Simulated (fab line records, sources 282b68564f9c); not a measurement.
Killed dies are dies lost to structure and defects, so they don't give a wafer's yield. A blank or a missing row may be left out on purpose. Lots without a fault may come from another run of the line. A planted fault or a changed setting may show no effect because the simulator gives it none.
fab line records | flow rit_cmos
record lots=5 wafers=23
route steps=202 shown FOX1@20 NWELL@29 NRETRO@55 GATE@81 PLDD@122 NSD@132 M1@202
start_h: hours from the record's first day to the start of the lot's first wafer shown | wait_h: hours since the lot's step before | " the same as in the row above | L1.1+2: a row that stands for several wafers | - no value, or no start given | * or withheld: withheld | < > ~ a bound
route shown NAME@n: a module of which the file shows steps, and the number in the route of the first | usual: mean/standard deviation of fault-free wafers | same: alike in all rows | chamber/n: place in a boat | sites: the reading at each site | _std_site: their standard deviation | _edge_site: outer sites' mean less inner sites' | radius_mm: how far each site lies from the wafer's centre | mask NAME#n: copy n | behind: the tool/chamber that last shaped the wafer | hold: why the lot was held/for how many hours/how that ended | device: the transistor (n, p or np) that didn't switch | end of line: the same wafers' tests at the end of the route | a step without rows: its recipe alone | killed: dies lost to structure and defects at the first sort, not the wafer's yield | map: a wafer's dies, x killed, . not, _ none there
set.NAME: the setting as run; set.NAME@STEP: as run at that earlier step | model.NAME: the simulator's own value behind a step, which no gauge read
lots whose settings were changed on purpose; a table a step, a row a wafer
## steps
# step RIT_FOX1_OXIDATION_00
# recipe temp_c=1100 ambient=H2O target_thk_a=3507 p_h2o_torr=720 ox_time_s=1130
# columns lot.wafer tool chamber start_h wait_h set.ox_time_s model.SiO2_of_FOX1_OXIDATION_00.thk_nm
L074.1 - - - 1.2 1224 376.3
L074.2 " - " " 1224 369.3
L074.3 " - " " 1224 369.7
L074.4 " - " " 1224 381.4
L074.5 " - " " 1224 375.4
L082.2 furnace-03 0 58.07 0.0 1130 351.1
L082.4 " 0 " " 1130 345.1
L082.5 " 0 " " 1130 350.5
L083.1 - - - 0.2 1273 383.6
L083.3 " - " " 1273 385.9
L083.4 " - " " 1273 382.1
L083.5 " - " " 1273 385.3
L083.6 " - " " 1273 380.9
L084.2 - - - 0.0 1294 385.7
L084.3 " - " " 1294 385
L084.4 " - " " 1294 382.8
L084.5 " - " " 1294 381.8
L084.6 " - " " 1294 380.7
L085.1 - - - 0.0 1010 326.7
L085.2 " - " " 1010 327.8
L085.3 " - " " 1010 331.7
L085.4 " - " " 1010 328.9
L085.6 " - " " 1010 326.6
# step RIT_FOX1_THK_MEAS_01
# recipe reads=SiO2_of_FOX1_OXIDATION_00
# usual FOX1_OXIDE_THK=352/5.2
# columns lot.wafer tool chamber start_h wait_h set.ox_time_s@FOX1_OXIDATION_00 FOX1_OXIDE_THK[nm]
L074.1 film_metro-04 - - - 1224 376
L074.2 " - " " 1224 369
L074.3 " - " " 1224 369
L074.4 " - " " 1224 382
L074.5 " - " " 1224 375
L082.2 film_metro-04 - 59.40 0.0 1130 351
L082.4 " - " " 1130 345
L082.5 " - " " 1130 351
L083.1 film_metro-04 - - - 1273 384
L083.3 " - " " 1273 386
L083.4 " - " " 1273 382
L083.5 " - " " 1273 385
L083.6 " - " " 1273 381
L084.2 film_metro-03 - - - 1294 386
L084.3 " - " " 1294 385
L084.4 " - " " 1294 383
L084.5 " - " " 1294 382
L084.6 " - " " 1294 381
L085.1 film_metro-02 - - - 1010 326
L085.2 " - " " 1010 328
L085.3 " - " " 1010 331
L085.4 " - " " 1010 329
L085.6 " - " " 1010 327
# step RIT_NWELL_COAT_01
# recipe resist=NOVOLAK spin_rpm=2000 resist_thk_nm=1300
# columns lot.wafer tool chamber start_h wait_h set.resist_thk_nm model.NOVOLAK_of_NWELL_COAT_01.thk_nm
L074.1+4 litho_track-02 0 20.73 0.1 1300 1300
L074.2+3 " 0 " " 1359 1357
L074.5 " 0 " " 1300 1298
L082.2 litho_track-01 0 62.11 0.1 1300 1298
L082.4+5 " 0 " " 1300 1297
L083.1+3 litho_track-01 0 65.01 0.1 1241 1233
L083.4 " 0 " " 1300 1291
L083.5 " 0 " " 1300 1292
L083.6 " 0 " " 1300 1294
L084.2+4 litho_track-02 0 69.99 0.1 1300 1300
L084.3 " 0 " " 1300 1297
L084.5 " 0 " " 1300 1299
L084.6 " 0 " " 1300 1294
L085.1 litho_track-02 0 74.40 0.1 1300 1306
L085.2 " 0 " " 1300 1302
L085.3 " 0 " " 1272 1276
L085.4 " 0 " " 1272 1278
L085.6 " 0 " " 1300 1303
# step RIT_NWELL_SOFTBAKE_02
# recipe resist=NOVOLAK temp_c=90 time_s=60
# step RIT_NWELL_EXPOSE_03
# recipe mask_id=M2 na=0.57 target_cd_nm=43900 dose_mj=250
# step RIT_NWELL_DEVELOP_05
# recipe resist=NOVOLAK develop_time_s=68 dev_temp_c=23
# step RIT_NWELL_HARDBAKE_07
# recipe resist=NOVOLAK temp_c=140 time_s=120
# columns lot.wafer tool chamber start_h wait_h set.resist_thk_nm@NWELL_COAT_01 model.NOVOLAK_of_NWELL_COAT_01.thk_nm
L074.1+4 litho_track-01 0 21.68 0.0 1300 1137
L074.2+3 " 0 " " 1359 1186
L074.5 " 0 " " 1300 1135
L082.2+4 litho_track-03 0 62.89 0.1 1300 1135
L082.5 " 0 " " 1300 1134
L083.1+3 litho_track-02 0 65.97 0.0 1241 1079
L083.4 " 0 " " 1300 1129
L083.5 " 0 " " 1300 1130
L083.6 " 0 " " 1300 1132
L084.2+5 litho_track-02 0 70.91 0.2 1300 1136
L084.3 " 0 " " 1300 1134
L084.4 " 0 " " 1300 1137
L084.6 " 0 " " 1300 1132
L085.1 litho_track-02 0 75.20 0.1 1300 1142
L085.2 " 0 " " 1300 1139
L085.3 " 0 " " 1272 1117
L085.4 " 0 " " 1272 1118
L085.6 " 0 " " 1300 1140
# step RIT_NRETRO_SOFTBAKE_02
# recipe resist=NOVOLAK temp_c=90 time_s=60
# columns lot.wafer tool chamber start_h wait_h set.temp_c
L074.1+3 litho_track-04 0 29.65 0.1 86.53
L074.2+4+5 " 0 " " 90
L082.2+4+5 litho_track-02 0 70.74 0.1 90
L083.1+6 litho_track-01 0 74.49 0.1 92.48
L083.3+4+5 " 0 " " 90
L084.2+5+6 litho_track-02 0 78.96 0.1 86.77
L084.3+4 " 0 " " 90
L085.1+2+3 litho_track-01 0 83.13 0.1 90
L085.4+6 " 0 " " 91.23
# step RIT_NRETRO_EXPOSE_03
# recipe mask_id=M4 na=0.57 target_cd_nm=43900 dose_mj=250
# step RIT_NRETRO_PEB_04
# recipe resist=NOVOLAK temp_c=withheld time_s=withheld
# step RIT_NRETRO_DEVELOP_05
# recipe resist=NOVOLAK develop_time_s=68 dev_temp_c=23
# columns lot.wafer tool chamber start_h wait_h set.temp_c@NRETRO_SOFTBAKE_02 model.NOVOLAK_of_NRETRO_COAT_01.thk_nm
L074.1 litho_track-04 0 - - 86.53 1320
L074.2 " 0 " " 90 1307
L074.3 " 0 " " 86.53 1316
L074.4 " 0 " " 90 1304
L074.5 " 0 " " 90 1301
L082.2+4 litho_track-02 0 - - 90 1302
L082.5 " 0 " " 90 1298
L083.1 litho_track-02 0 - - 92.48 1286
L083.3 " 0 " " 90 1296
L083.4 " 0 " " 90 1293
L083.5 " 0 " " 90 1299
L083.6 " 0 " " 92.48 1285
L084.2 litho_track-01 0 - - 86.77 1310
L084.3 " 0 " " 90 1299
L084.4 " 0 " " 90 1298
L084.5 " 0 " " 86.77 1307
L084.6 " 0 " " 86.77 1311
L085.1 litho_track-01 0 - - 90 1297
L085.2 " 0 " " 90 1300
L085.3 " 0 " " 90 1302
L085.4 " 0 " " 91.23 1293
L085.6 " 0 " " 91.23 1295
# step RIT_NRETRO_IMPLANT_08
# recipe species=P energy_kev=70 dose_cm2=1e+13 tilt_deg=7
# columns lot.wafer tool chamber start_h wait_h set.energy_kev model.implant.rp_nm model.implant.drp_nm
L074.1+3+5 implanter-04 0 30.64 0.2 70 83.56 33.94
L074.2+4 " 0 " " 67.2 80.13 32.78
L082.2+4+5 implanter-02 0 71.74 0.2 70 85.32 33.94
L083.1+3+4+5+6 implanter-02 0 75.67 0.2 70 81.34 33.94
L084.2+4 implanter-03 0 79.95 0.2 70 84.78 33.94
L084.3+5+6 " 0 " " 71.33 86.44 34.48
L085.1+2+3+4+6 implanter-02 0 84.12 0.2 70 85.47 33.94
# step RIT_GATE_OXIDATION_05
# recipe temp_c=900 ambient=O2 target_thk_a=30 ox_time_s=270
# columns lot.wafer tool chamber start_h wait_h set.ox_time_s model.SiO2_of_GATE_OXIDATION_05.thk_nm
L074.1 - - - 0.4 242 2.722
L074.2 " - " " 242 2.724
L074.3 " - " " 242 2.707
L074.4 " - " " 242 2.777
L074.5 " - " " 242 2.711
L082.2 furnace-03 0 74.40 0.0 270 3.022
L082.4 " 0 " " 270 3.05
L082.5 " 0 " " 270 3.025
L083.1 - - - 0.3 245.9 2.873
L083.3 " - " " 245.9 2.895
L083.4 " - " " 245.9 2.883
L083.5 " - " " 245.9 2.897
L083.6 " - " " 245.9 2.855
L084.2 - - - 0.3 293 3.181
L084.3 " - " " 293 3.114
L084.4 " - " " 293 3.168
L084.5 " - " " 293 3.118
L084.6 " - " " 293 3.152
L085.1 - - - 2.3 231.2 2.627
L085.2 " - " " 231.2 2.592
L085.3 " - " " 231.2 2.617
L085.4 " - " " 231.2 2.626
L085.6 " - " " 231.2 2.655
# step RIT_GATE_ANNEAL_06
# recipe temp_c=900 time_s=600 ambient=N2O
# step RIT_GATE_THK_MEAS_07
# recipe reads=SiO2_of_GATE_OXIDATION_05
# usual GATE_OXIDE_THK=3.02/0.059
# columns lot.wafer tool chamber start_h wait_h set.ox_time_s@GATE_OXIDATION_05 GATE_OXIDE_THK[nm]
L074.1 film_metro-01 - 34.78 0.0 242 2.71
L074.2 " - " " 242 2.74
L074.3 " - " " 242 2.68
L074.4 " - " " 242 2.79
L074.5 " - " " 242 2.71
L082.2 film_metro-01 - 75.74 0.0 270 2.99
L082.4 " - " " 270 3.06
L082.5 " - " " 270 3.03
L083.1 film_metro-03 - 79.68 0.0 245.9 2.89
L083.3 " - " " 245.9 2.85
L083.4 " - " " 245.9 2.86
L083.5 " - " " 245.9 2.86
L083.6 " - " " 245.9 2.86
L084.2 film_metro-01 - 88.01 0.0 293 3.17
L084.3 " - " " 293 3.15
L084.4 " - " " 293 3.26
L084.5 " - " " 293 3.12
L084.6 " - " " 293 3.13
L085.1 film_metro-04 - 91.69 0.0 231.2 2.67
L085.2 " - " " 231.2 2.61
L085.3 " - " " 231.2 2.63
L085.4 " - " " 231.2 2.63
L085.6 " - " " 231.2 2.66
# step RIT_GATE_EXPOSE_13
# recipe mask_id=M6 na=0.6 source_shape=conventional sigma_outer=0.6 target_cd_nm=150 dose_mj=380
# columns lot.wafer tool chamber start_h wait_h mask set.dose_mj
L074.1+2+3 iline_stepper-02 0 37.09 0.2 M6#0 353.9
L074.4+5 " 0 " " M6#0 380
L082.2+4+5 iline_stepper-01 0 78.06 0.2 M6#0 380
L083.1+3 iline_stepper-02 0 82.00 0.2 M6#0 380
L083.4+5+6 " 0 " " M6#0 353.5
L084.2+3+4+5+6 iline_stepper-01 0 90.34 0.2 M6#0 380
L085.1+3+6 iline_stepper-02 0 94.00 0.2 M6#0 380
L085.2+4 " 0 " " M6#0 355
# step RIT_GATE_PEB_14
# recipe resist=NOVOLAK temp_c=withheld time_s=withheld
# step RIT_GATE_DEVELOP_15
# recipe resist=NOVOLAK develop_time_s=50 dev_temp_c=23
# step RIT_GATE_CD_MEAS_16
# recipe target_cd_nm=150
# usual cd_nm=149.3/2.6
# columns lot.wafer tool chamber start_h wait_h set.dose_mj@GATE_EXPOSE_13 cd_nm
L074.1 cd_sem-01 - 37.49 - 353.9 184.3
L074.2 " - " " 353.9 185.3
L074.3 " - " " 353.9 186.0
L074.4 " - " " 380 149.4
L074.5 " - " " 380 150.1
L082.2 cd_sem-02 - 78.56 - 380 152.5
L082.4 " - " " 380 148.9
L082.5 " - " " 380 150.2
L083.1 cd_sem-02 - 82.40 - 380 150.9
L083.3 " - " " 380 151.2
L083.4 " - " " 353.5 189.0
L083.5 " - " " 353.5 188.9
L083.6 " - " " 353.5 190.1
L084.2 cd_sem-01 - 90.74 - 380 148.0
L084.3 " - " " 380 148.2
L084.4 " - " " 380 146.3
L084.5 " - " " 380 147.1
L084.6 " - " " 380 148.3
L085.1 cd_sem-01 - 94.40 - 380 148.7
L085.2 " - " " 355 182.9
L085.3 " - " " 380 147.3
L085.4 " - " " 355 180.1
L085.6 " - " " 380 149.8
# step RIT_GATE_HARDBAKE_18
# recipe resist=NOVOLAK temp_c=140 time_s=60
# step RIT_GATE_ETCH_19
# recipe chemistry=SF6/CHF3/O2 time_s=165 SF6_flow_sccm=30 CHF3_flow_sccm=30 O2_flow_sccm=5 target=poly-Si pressure_mtorr=40 rf_w=160 target_depth_a=3125 over_etch_frac=0.25 stop_on=SiO2
# columns lot.wafer tool chamber start_h wait_h set.dose_mj@GATE_EXPOSE_13 model.GATE.cd_nm
L074.1 rie_si-02 2 37.79 0.1 353.9 184.5
L074.2 " 1 " " 353.9 185.4
L074.3 " 0 " " 353.9 186.1
L074.4 " 3 " " 380 149.8
L074.5 " 1 " " 380 150
L082.2 rie_si-02 1 78.90 0.1 380 152.8
L082.4 " 3 " " 380 149.3
L082.5 " 1 " " 380 150.4
L083.1 rie_si-01 0 82.71 0.1 380 150.9
L083.3 " 3 " " 380 151.6
L083.4 " 2 " " 353.5 188.9
L083.5 " 0 " " 353.5 188.7
L083.6 " 3 " " 353.5 190
L084.2+3 rie_si-02 0,2 91.02 0.1 380 148.1
L084.4 " 3 " " 380 146.4
L084.5 " 1 " " 380 147.1
L084.6 " 0 " " 380 148.3
L085.1 rie_si-01 3 94.71 0.1 380 148.5
L085.2 " 0 " " 355 182.9
L085.3 " 2 " " 380 147
L085.4 " 1 " " 355 180.2
L085.6 " 1 " " 380 149.9
# step RIT_GATE_STRIP_20
# recipe chemistry=O2 time_s=180 resist=NOVOLAK platen_temp_c=withheld power_w=500 pressure_mtorr=4000 o2_flow_sccm=4000
# step RIT_GATE_CD_MEAS_90
# recipe target_cd_nm=150
# usual cd_nm=149.3/2.6
# columns lot.wafer tool chamber start_h wait_h set.dose_mj@GATE_EXPOSE_13 cd_nm
L074.1 cd_sem-02 - 38.08 0.1 353.9 184.1
L074.2 " - " " 353.9 185.3
L074.3 " - " " 353.9 186.0
L074.4 " - " " 380 149.9
L074.5 " - " " 380 150.0
L082.2 cd_sem-02 - 79.21 0.1 380 152.7
L082.4 " - " " 380 149.3
L082.5 " - " " 380 150.3
L083.1 cd_sem-02 - 82.99 0.1 380 150.8
L083.3 " - " " 380 151.1
L083.4 " - " " 353.5 189.2
L083.5 " - " " 353.5 188.7
L083.6 " - " " 353.5 189.6
L084.2 cd_sem-02 - 91.33 0.1 380 148.3
L084.3 " - " " 380 148.2
L084.4 " - " " 380 146.7
L084.5 " - " " 380 147.0
L084.6 " - " " 380 148.5
L085.1 cd_sem-02 - 94.99 0.1 380 148.4
L085.2 " - " " 355 183.0
L085.3 " - " " 380 147.1
L085.4 " - " " 355 180.0
L085.6 " - " " 380 150.0
# step RIT_PLDD_IMPLANT_08
# recipe species=BF2 energy_kev=20 dose_cm2=9e+14 tilt_deg=7
# columns lot.wafer tool chamber start_h wait_h set.dose_cm2
L074.1+5 implanter-02 0 43.77 0.1 9.333e+14
L074.2+3+4 " 0 " " 9e+14
L082.2+4+5 implanter-03 0 84.89 0.1 9e+14
L083.1+6 implanter-02 0 89.08 0.1 9e+14
L083.3+4+5 " 0 " " 8.539e+14
L084.2+6 implanter-03 0 97.77 0.1 9.602e+14
L084.3+4+5 " 0 " " 9e+14
L085.1+2+6 implanter-03 0 100.99 0.1 9e+14
L085.3+4 " 0 " " 9.593e+14
# step RIT_PLDD_STRIP_09
# recipe chemistry=O2 time_s=180 resist=NOVOLAK platen_temp_c=withheld power_w=500 pressure_mtorr=4000 o2_flow_sccm=4000
# columns lot.wafer tool chamber start_h wait_h set.o2_flow_sccm
L074.1+4+5 plasma_asher-01 0,1,0 43.92 0.1 4000
L074.2+3 " 1,0 " " 3832
L082.2+4+5 plasma_asher-04 0,1,1 85.02 0.1 4000
L083.1+3+4+5+6 plasma_asher-03 0,1,0,0,1 89.23 0.1 4000
L084.2+4+6 plasma_asher-04 1,0,0 97.89 0.1 3551
L084.3+5 " 1 " " 4000
L085.1+3 plasma_asher-04 0 101.14 0.1 4000
L085.2+4+6 " 1 " " 3584
# step RIT_PLDD_TW_MEAS_10
# usual PLDD_TW=2337/16
# columns lot.wafer tool chamber start_h wait_h set.dose_cm2@PLDD_IMPLANT_08 PLDD_TW
L074.1 film_metro-03 - 44.10 0.1 9.333e+14 2348
L074.2 " - " " 9e+14 2353
L074.3 " - " " 9e+14 2327
L074.4 " - " " 9e+14 2341
L074.5 " - " " 9.333e+14 2351
L082.2 film_metro-01 - 85.20 0.1 9e+14 2322
L082.4 " - " " 9e+14 2324
L082.5 " - " " 9e+14 2331
L083.1 film_metro-02 - 89.40 0.1 9e+14 2350
L083.3 " - " " 8.539e+14 2320
L083.4 " - " " 8.539e+14 2331
L083.5 " - " " 8.539e+14 2321
L083.6 " - " " 9e+14 2350
L084.2 film_metro-01 - 98.08 0.1 9.602e+14 2369
L084.3 " - " " 9e+14 2324
L084.4 " - " " 9e+14 2329
L084.5 " - " " 9e+14 2339
L084.6 " - " " 9.602e+14 2368
L085.1 film_metro-01 - 101.31 0.1 9e+14 2322
L085.2 " - " " 9e+14 2324
L085.3 " - " " 9.593e+14 2358
L085.4 " - " " 9.593e+14 2358
L085.6 " - " " 9e+14 2324
# step RIT_NSD_COAT_01
# recipe resist=NOVOLAK spin_rpm=3250 resist_thk_nm=1000
# columns lot.wafer tool chamber start_h wait_h set.spin_rpm model.NOVOLAK_of_NSD_COAT_01.thk_nm
L074.1 litho_track-03 0 46.80 0.1 3067 1028
L074.2 " 0 " " 3250 999.1
L074.3 " 0 " " 3067 1029
L074.4 " 0 " " 3067 1026
L074.5 " 0 " " 3250 1001
L082.2 litho_track-04 0 87.92 0.1 3250 1008
L082.4 " 0 " " 3250 1006
L082.5 " 0 " " 3250 1007
L083.1 litho_track-03 0 92.12 0.1 3250 1008
L083.3 " 0 " " 3250 1002
L083.4 " 0 " " 3491 971.3
L083.5 " 0 " " 3491 966.9
L083.6 " 0 " " 3491 969.9
L084.2 litho_track-03 0 101.79 0.1 3450 971.7
L084.3 " 0 " " 3250 1004
L084.4 " 0 " " 3250 1003
L084.5 " 0 " " 3450 971
L084.6 " 0 " " 3250 1002
L085.1 litho_track-04 0 104.05 0.1 3250 1004
L085.2 " 0 " " 3250 999.8
L085.3 " 0 " " 3424 975.3
L085.4 " 0 " " 3250 1001
L085.6 " 0 " " 3424 974.8
# step RIT_NSD_SOFTBAKE_02
# recipe resist=NOVOLAK temp_c=90 time_s=60
# step RIT_NSD_EXPOSE_03
# recipe mask_id=M9 na=0.57 target_cd_nm=40700 dose_mj=250
# step RIT_NSD_DEVELOP_05
# recipe resist=NOVOLAK develop_time_s=50 dev_temp_c=23
# step RIT_NSD_HARDBAKE_07
# recipe resist=NOVOLAK temp_c=140 time_s=60
# columns lot.wafer tool chamber start_h wait_h set.spin_rpm@NSD_COAT_01 model.NOVOLAK_of_NSD_COAT_01.thk_nm
L074.1 litho_track-04 0 47.71 0.0 3067 908.4
L074.2 " 0 " " 3250 883
L074.3 " 0 " " 3067 908.9
L074.4 " 0 " " 3067 906.6
L074.5 " 0 " " 3250 884.3
L082.2 litho_track-01 0 88.66 0.0 3250 890.5
L082.4 " 0 " " 3250 888.8
L082.5 " 0 " " 3250 889.8
L083.1 litho_track-01 0 92.99 0.0 3250 890.5
L083.3 " 0 " " 3250 885.2
L083.4 " 0 " " 3491 858.6
L083.5 " 0 " " 3491 854.8
L083.6 " 0 " " 3491 857.4
L084.2 litho_track-04 0 102.65 0.0 3450 859
L084.3 " 0 " " 3250 887
L084.4 " 0 " " 3250 886.1
L084.5 " 0 " " 3450 858.4
L084.6 " 0 " " 3250 885.4
L085.1 litho_track-03 0 105.09 0.0 3250 887.5
L085.2 " 0 " " 3250 883.5
L085.3 " 0 " " 3424 862.1
L085.4 " 0 " " 3250 884.4
L085.6 " 0 " " 3424 861.8
# step RIT_NSD_IMPLANT_08
# recipe species=P energy_kev=25 dose_cm2=1e+15 tilt_deg=7
# columns lot.wafer tool chamber start_h wait_h set.energy_kev model.implant.rp_nm model.implant.drp_nm
L074.1+3 implanter-04 0 47.86 0.1 25 32.65 14.84
L074.2+4+5 " 0 " " 25.51 33.1 15.02
L082.2+4+5 implanter-04 0 88.81 0.1 25 32.3 14.84
L083.1+3+5 implanter-03 0 93.14 0.1 23.91 31.49 14.44
L083.4+6 " 0 " " 25 32.45 14.84
L084.2+5+6 implanter-04 0 102.80 0.1 23.83 30.88 14.41
L084.3+4 " 0 " " 25 31.89 14.84
L085.1+2 implanter-02 0 105.24 0.1 25 31.78 14.84
L085.3+4+6 " 0 " " 24.01 30.93 14.48
# step RIT_M1_PROBE_99
# columns lot.wafer tool chamber start_h wait_h set.ox_time_s@FOX1_OXIDATION_00 set.dose_mj@GATE_EXPOSE_13 model.etest.nldd.width_nm model.etest.nmos_0p15.r_on_ohm_um model.etest.pmos_0p15.r_on_ohm_um model.etest.pmos_turned.r_on_ohm_um
L074.3 prober-01 - 60.41 0.2 1224 353.9 3153 1307 3363 3967
L074.4 prober-01 - 60.46 0.2 1224 380 3155 1070 2604 3336
L074.5 prober-01 - 60.51 0.2 1224 380 3150 1081 2594 3237
L082.2 prober-01 - 99.73 0.1 1130 380 3191 1169 2888 3638
L082.4 prober-01 - 99.83 0.2 1130 380 3174 1191 2852 3517
L082.5 prober-01 - 99.88 0.2 1130 380 3194 1194 2888 3580
L083.1 prober-02 - 104.63 0.1 1273 380 3152 1180 2797 3482
L083.3 prober-02 - 104.73 0.2 1273 380 3160 1144 2825 3521
L083.4 prober-02 - 104.78 0.2 1273 353.5 3136 1398 3638 4323
L083.5 prober-02 - 104.83 0.2 1273 353.5 3159 1462 3738 4500
L083.6 prober-02 - 104.88 0.2 1273 353.5 3150 1409 3605 4309
L084.2 prober-01 - 113.53 0.1 1294 380 3126 1159 2735 3389
L084.3 prober-01 - 113.58 0.2 1294 380 3120 1121 2718 3340
L084.4 prober-01 - 113.63 0.2 1294 380 3136 1103 2703 3378
L084.5 prober-01 - 113.68 0.2 1294 380 3122 1124 2744 3354
L084.6 prober-01 - 113.73 0.2 1294 380 3153 1149 2689 3267
L085.1 prober-02 - 115.25 0.1 1010 380 3234 1038 2612 3286
L085.3 prober-02 - 115.35 0.2 1010 380 3239 1099 2613 3310
L085.6 prober-02 - 115.50 0.2 1010 380 3232 1064 2666 3391
# killed by level:class
L082.2 SPACER:geometric_particle:open=2 SILICIDE:geometric_particle:open=2 GATE:geometric_particle:open=1
L082.4 GATE:geometric_particle:short=4 GATE:geometric_particle:open=2 SILICIDE:geometric_particle:short=1
L082.5 FOX1:geometric_particle:short=1 FOX2:geometric_particle:open=1 FOX2:geometric_particle:short=1 GATE:geometric_particle:open=1 GATE:geometric_particle:short=1
## key
split step=RIT_FOX1_OXIDATION_00 setting=ox_time_s stated=1130 by=lot
response step=RIT_FOX1_OXIDATION_00 reading=model.SiO2_of_FOX1_OXIDATION_00.thk_nm change=+2.31 per=1% r=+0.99
response step=RIT_FOX1_THK_MEAS_01 reading=FOX1_OXIDE_THK change=+2.32 per=1% r=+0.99
response step=RIT_M1_PROBE_99 reading=model.etest.nldd.width_nm change=-3.85 per=1% r=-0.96
split step=RIT_NWELL_COAT_01 setting=resist_thk_nm stated=1300 by=wafer
response step=RIT_NWELL_COAT_01 reading=model.NOVOLAK_of_NWELL_COAT_01.thk_nm change=+12.8 per=1% r=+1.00
response step=RIT_NWELL_HARDBAKE_07 reading=model.NOVOLAK_of_NWELL_COAT_01.thk_nm change=+11.1 per=1% r=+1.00
split step=RIT_NRETRO_SOFTBAKE_02 setting=temp_c stated=90 by=wafer
response step=RIT_NRETRO_DEVELOP_05 reading=model.NOVOLAK_of_NRETRO_COAT_01.thk_nm change=-3.41 per=1% r=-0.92
split step=RIT_NRETRO_IMPLANT_08 setting=energy_kev stated=70 by=wafer
response step=RIT_NRETRO_IMPLANT_08 reading=model.implant.rp_nm change=+0.861 per=1% r=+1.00
response step=RIT_NRETRO_IMPLANT_08 reading=model.implant.drp_nm change=+0.289 per=1% r=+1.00
split step=RIT_GATE_OXIDATION_05 setting=ox_time_s stated=270 by=lot
response step=RIT_GATE_OXIDATION_05 reading=model.SiO2_of_GATE_OXIDATION_05.thk_nm change=+0.0221 per=1% r=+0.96
response step=RIT_GATE_THK_MEAS_07 reading=GATE_OXIDE_THK change=+0.0225 per=1% r=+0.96
split step=RIT_GATE_EXPOSE_13 setting=dose_mj stated=380 by=wafer
response step=RIT_GATE_CD_MEAS_16 reading=cd_nm change=-5.23 per=1% r=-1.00
response step=RIT_GATE_ETCH_19 reading=model.GATE.cd_nm change=-5.22 per=1% r=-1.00
response step=RIT_GATE_CD_MEAS_90 reading=cd_nm change=-5.21 per=1% r=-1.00
response step=RIT_M1_PROBE_99 reading=model.etest.pmos_0p15.r_on_ohm_um change=-118 per=1% r=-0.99
response step=RIT_M1_PROBE_99 reading=model.etest.pmos_turned.r_on_ohm_um change=-116 per=1% r=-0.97
response step=RIT_M1_PROBE_99 reading=model.etest.nmos_0p15.r_on_ohm_um change=-36.2 per=1% r=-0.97
split step=RIT_PLDD_IMPLANT_08 setting=dose_cm2 stated=9e+14 by=wafer
response step=RIT_PLDD_TW_MEAS_10 reading=PLDD_TW change=+5.07 per=1% r=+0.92
split step=RIT_PLDD_STRIP_09 setting=o2_flow_sccm stated=4000 by=wafer
response none clear
split step=RIT_NSD_COAT_01 setting=spin_rpm stated=3250 by=wafer
response step=RIT_NSD_COAT_01 reading=model.NOVOLAK_of_NSD_COAT_01.thk_nm change=-4.92 per=1% r=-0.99
response step=RIT_NSD_HARDBAKE_07 reading=model.NOVOLAK_of_NSD_COAT_01.thk_nm change=-4.3 per=1% r=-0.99
split step=RIT_NSD_IMPLANT_08 setting=energy_kev stated=25 by=wafer
response step=RIT_NSD_IMPLANT_08 reading=model.implant.rp_nm change=+0.218 per=1% r=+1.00
response step=RIT_NSD_IMPLANT_08 reading=model.implant.drp_nm change=+0.0902 per=1% r=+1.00
